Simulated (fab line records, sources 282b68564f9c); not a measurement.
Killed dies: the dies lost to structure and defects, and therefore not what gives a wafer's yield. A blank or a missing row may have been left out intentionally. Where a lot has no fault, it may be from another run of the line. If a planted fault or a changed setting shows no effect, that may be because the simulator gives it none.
Which tool is to blame? + flow rit-cmos + 13 lots with 39 wafers sampled at 2 steps, on a route of 202 steps

WHAT THE GAUGES SHOWED, per wafer
The record holds no reading of a measuring or inspecting step that can be judged against a usual standard deviation.

EACH LOT AND THE TOOL THAT RAN IT (in order: tool; ch and the chambers of the sampled wafers; start)
| lot  | RIT_SPACER_ETCHBACK_05            | RIT_M1_PROBE_99        |
|------|-----------------------------------|------------------------|
| L673 | rie-diel-01 ch 0,1,2, day 3 05:56 | -                      |
| L674 | rie-diel-02 ch 0,2, day 3 07:02   | -                      |
| L677 | rie-diel-02 ch 0,2, day 4 05:48   | -                      |
| L678 | rie-diel-01 ch 0,1,3, day 4 11:45 | -                      |
| L679 | rie-diel-02 ch 0,1,3, day 4 18:47 | -                      |
| L681 | rie-diel-04 ch 0,1,2, day 4 20:43 | prober-01, day 5 08:02 |
| L680 | rie-diel-01 ch 0,1,2, day 4 21:17 | -                      |
| L687 | rie-diel-02 ch 2,3, day 5 22:43   | prober-02, day 6 09:52 |
| L691 | rie-diel-02 ch 0,2,3, day 6 17:19 | -                      |
| L693 | rie-diel-01 ch 1,2,3, day 7 07:34 | -                      |
| L694 | rie-diel-04 ch 0,1, day 7 11:11   | -                      |
| L695 | rie-diel-01 ch 2,3, day 7 21:04   | -                      |
| L696 | rie-diel-01 ch 0,2,3, day 8 02:10 | -                      |
- RIT_SPACER_ETCHBACK_05: etches Si3N4 in SF6/CHF3, stops on SiO2, target depth 250 nm, time 240 s.
- RIT_M1_PROBE_99

WHAT THE TOOLS THEMSELVES READ (means of the sampled wafers that have a number; where no wafer has one, the mark that the record gives instead)
RIT_SPACER_ETCHBACK_05. Usual: drypump-motor-current-A 5.6 A, standard deviation 0.52; oes-product-au 0.847 a.u., standard deviation 0.01; rf-fwd-power-W 249.3 W, standard deviation 0.83; run-length-s 268.2 s, standard deviation 0.44; throttle-valve-pct 10.28 %, standard deviation 0.1.
| lot  | tool        | drypump-motor-current-A (A) | oes-product-au (a.u.) | rf-fwd-power-W (W) | run-length-s (s) | throttle-valve-pct (%) | flag |
|------|-------------|-----------------------------|-----------------------|--------------------|------------------|------------------------|------|
| L673 | rie-diel-01 | 5.4                         | 0.845                 | 250.0              | 268.3            | 10.34                  |      |
| L674 | rie-diel-02 | 5.5                         | 0.828                 | 248.8              | 268.4            | 10.24                  |      |
| L677 | rie-diel-02 | 5.5                         | 0.850                 | 248.8              | 268.4            | 10.25                  |      |
| L678 | rie-diel-01 | 5.1                         | 0.858                 | 249.3              | 268.4            | 10.36                  |      |
| L679 | rie-diel-02 | 6.0                         | 0.854                 | 250.3              | 268.0            | 10.23                  |      |
| L681 | rie-diel-04 | 5.9                         | 0.845                 | 248.8              | 267.7            | 10.27                  |      |
| L680 | rie-diel-01 | 5.4                         | 0.843                 | 249.4              | 268.1            | 10.35                  |      |
| L687 | rie-diel-02 | 5.5                         | 0.843                 | 249.0              | 268.3            | 10.21                  |      |
| L691 | rie-diel-02 | 5.8                         | 0.813                 | 248.5              | 282.5            | 10.23                  | OFF  |
| L693 | rie-diel-01 | 5.4                         | 0.848                 | 249.8              | 268.6            | 10.30                  |      |
| L694 | rie-diel-04 | 6.3                         | 0.847                 | 249.4              | 267.4            | 10.40                  |      |
| L695 | rie-diel-01 | 5.0                         | 0.844                 | 248.5              | 268.4            | 10.26                  |      |
| L696 | rie-diel-01 | 5.1                         | 0.860                 | 250.1              | 268.4            | 10.30                  |      |

RIT_M1_PROBE_99. Usual: killed-at-contacts 0.0, standard deviation 0.2; killed-at-front-end 6.8, standard deviation 3; killed-dies 6.9, standard deviation 3; killed-on-rim 1.9, standard deviation 1.5; killed-open 3.3, standard deviation 1.9; killed-short 3.6, standard deviation 1.9.
| lot  | tool      | killed-at-contacts | killed-at-front-end | killed-dies | killed-on-rim | killed-open | killed-short | flag |
|------|-----------|--------------------|---------------------|-------------|---------------|-------------|--------------|------|
| L681 | prober-01 | 0.0                | 11.7                | 11.7        | 2.3           | 5.7         | 6.0          |      |
| L687 | prober-02 | 0.0                | 5.3                 | 5.3         | 1.7           | 2.7         | 2.7          |      |

THE ANSWER, worked out from the rows above alone
Rule: lot off if the mean of its wafers having a number is beyond 3 standard deviations from the usual mean. Also off: a lot with no number at a reading for which 4 or more lots have one. The other lots that the step has rows for count as sound. After the gauges, taken in route order, come the tools' own readings; for these a lot's mean is taken, as printed above. The first step at which some lot is off is used, and at that step the reading that is off furthest; a lot without a number counts as furthest.
Off at RIT_SPACER_ETCHBACK_05 (run-length-s): L691.
If a tool, at that step or one of the process steps before it, ran each lot that is off and ran no sound lot following the first of them, it fits. One candidate fits, namely rie-diel-02 at RIT_SPACER_ETCHBACK_05. Its last sound lot is L687 (day 5 22:43), its first lot that is off L691 (day 6 17:19): a fault that began between those two fits.
The tool's own readings at RIT_SPACER_ETCHBACK_05 bear it out: on the lots that are off they differ by more than 5 times the standard deviation of the sound lots' means. run-length-s reads 282.5 s there against 268.2 s on the sound lots.

WHAT HAD BEEN PUT IN BY THE SIMULATOR
rie-diel-02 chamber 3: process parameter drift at RIT_SPACER_ETCHBACK_05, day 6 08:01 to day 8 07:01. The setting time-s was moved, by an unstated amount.
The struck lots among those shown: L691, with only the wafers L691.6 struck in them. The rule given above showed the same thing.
